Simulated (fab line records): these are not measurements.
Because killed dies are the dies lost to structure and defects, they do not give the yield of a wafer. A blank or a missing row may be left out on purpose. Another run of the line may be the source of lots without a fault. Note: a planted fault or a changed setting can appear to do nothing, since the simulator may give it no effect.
Split-lot trial | flow berkeley_cmos170 | 23 wafers read from 5 lots, route of 331 steps

## THE SPLIT
At UCB170_V1_PEB_10, the setting peb_temp_c was moved away from the recipe's 130 C on 8 of the 23 wafers read, by -2.9% to +2.2%. For the rest of the wafers, this setting stayed at what the recipe calls for.

## FROM THE SPLIT TO THE READING: what the file shows between them, 4 steps
- UCB170_V1_DEVELOP_11: develop time 45 s
- UCB170_V1_CD_MEAS_12: target cd 700 nm
- UCB170_V1_ETCH_14: etches SiO2 in CHF3/CF4/Ar, stops on Al, target depth 1250 nm, time 291 s
- UCB170_V1_STRIP_15: strips in O2

## THE READING
cd_nm (nm) at UCB170_V1_CD_MEAS_90, where the cd target is 700 nm. Fault-free wafers of this fab line usually give 700.1 nm, standard deviation 1.3 nm.

wafer  | tool, chamber at the split | peb_temp_c as run, C | against the recipe | cd_nm, nm | against lot-mates on the recipe
L074.1 | litho_track-01, 0          | 132.8                | +2.2%              | 715.9     | +15.8
L074.2 | litho_track-01, 0          | 132.8                | +2.2%              | 715.1     | +15.0
L074.3 | litho_track-01, 0          | 132.8                | +2.2%              | 716.9     | +16.8
L074.4 | litho_track-01, 0          | 130                  | recipe             | 700.4     | -
L074.5 | litho_track-01, 0          | 130                  | recipe             | 699.9     | -
L078.1 | litho_track-04, 0          | 130                  | recipe             | 699.4     | -
L078.2 | litho_track-04, 0          | 130                  | recipe             | 698.7     | -
L078.3 | litho_track-04, 0          | 130                  | recipe             | 699.6     | -
L078.5 | litho_track-04, 0          | 130                  | recipe             | 701.0     | -
L078.6 | litho_track-04, 0          | 130                  | recipe             | 700.0     | -
L083.1 | litho_track-01, 0          | 127.4                | -2.0%              | 683.4     | -19.4
L083.2 | litho_track-01, 0          | 130                  | recipe             | 703.1     | -
L083.3 | litho_track-01, 0          | 127.4                | -2.0%              | 682.9     | -19.9
L083.4 | litho_track-01, 0          | 127.4                | -2.0%              | 683.2     | -19.5
L083.6 | litho_track-01, 0          | 130                  | recipe             | 702.4     | -
L085.1 | litho_track-02, 0          | 130                  | recipe             | 701.1     | -
L085.3 | litho_track-02, 0          | 130                  | recipe             | 701.0     | -
L085.5 | litho_track-02, 0          | 130                  | recipe             | 700.4     | -
L084.1 | litho_track-02, 0          | 126.2                | -2.9%              | 672.3     | -29.6
L084.2 | litho_track-02, 0          | 126.2                | -2.9%              | 671.3     | -30.6
L084.3 | litho_track-02, 0          | 130                  | recipe             | 702.4     | -
L084.4 | litho_track-02, 0          | 130                  | recipe             | 701.5     | -
L084.5 | litho_track-02, 0          | 130                  | recipe             | 701.8     | -

THE FIT
A straight line over all 23 wafers: cd_nm changes by +8.58 nm for each +1% of peb_temp_c; r = +0.99; the points scatter about the line by 1.9 nm.
The same after taking each lot's own level away (the mean of its wafers on the recipe; 23 wafers): +9.08 nm for each +1%; r = +0.99; scatter 1.7 nm.
On that fit, the largest move of peb_temp_c shifts the reading by 27 nm.
The span of the lots' own levels, 699.74 to 702.75 nm, comes to 2.3 times the standard deviation stated above.
Hence the lot-to-lot level has little effect on the slope; both slopes agree.
Check: for one of the wafers moved furthest among these (-2.9%), held out of the fit, the line's prediction against its lot-mates is -26.9 nm. Against them it came out at -29.6 nm.

## OTHER SPLITS APPLIED TO THESE WAFERS
Note: prior to the reading, these wafers also went through further splits. Each is held against what the fit with the lots' levels taken away leaves over:
other split on the same wafers       | wafers away from the commonest value | r with cd_nm (lot level and that fit taken away)
UCB170_SDANNEAL_RTA_01 time_s        | 9                                    | -0.26
UCB170_CONTACT_COAT_04 resist_thk_nm | 9                                    | -0.06
UCB170_M1_METAL_ETCH_12 time_s       | 5                                    | +0.00

## THE WHOLE CHAIN: every reading that the file lists as answering this split, in the file's order
step                 | what it does                                                              | reading                                                   | change (the file's fit)              | r (the file's)
UCB170_V1_CD_MEAS_12 | target cd 700 nm                                                          | cd_nm                                                     | +9.44 nm for each +1% of the setting | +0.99
UCB170_V1_ETCH_14    | etches SiO2 in CHF3/CF4/Ar, stops on Al, target depth 1250 nm, time 291 s | V1.cd_nm (the simulator's own value, which no gauge read) | +9.39 nm for each +1% of the setting | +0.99
UCB170_V1_CD_MEAS_90 | target cd 700 nm                                                          | cd_nm                                                     | +9.37 nm for each +1% of the setting | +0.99

## FILE'S OWN FIT
cd_nm changes by +9.37 nm for each +1% of peb_temp_c, r = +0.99.
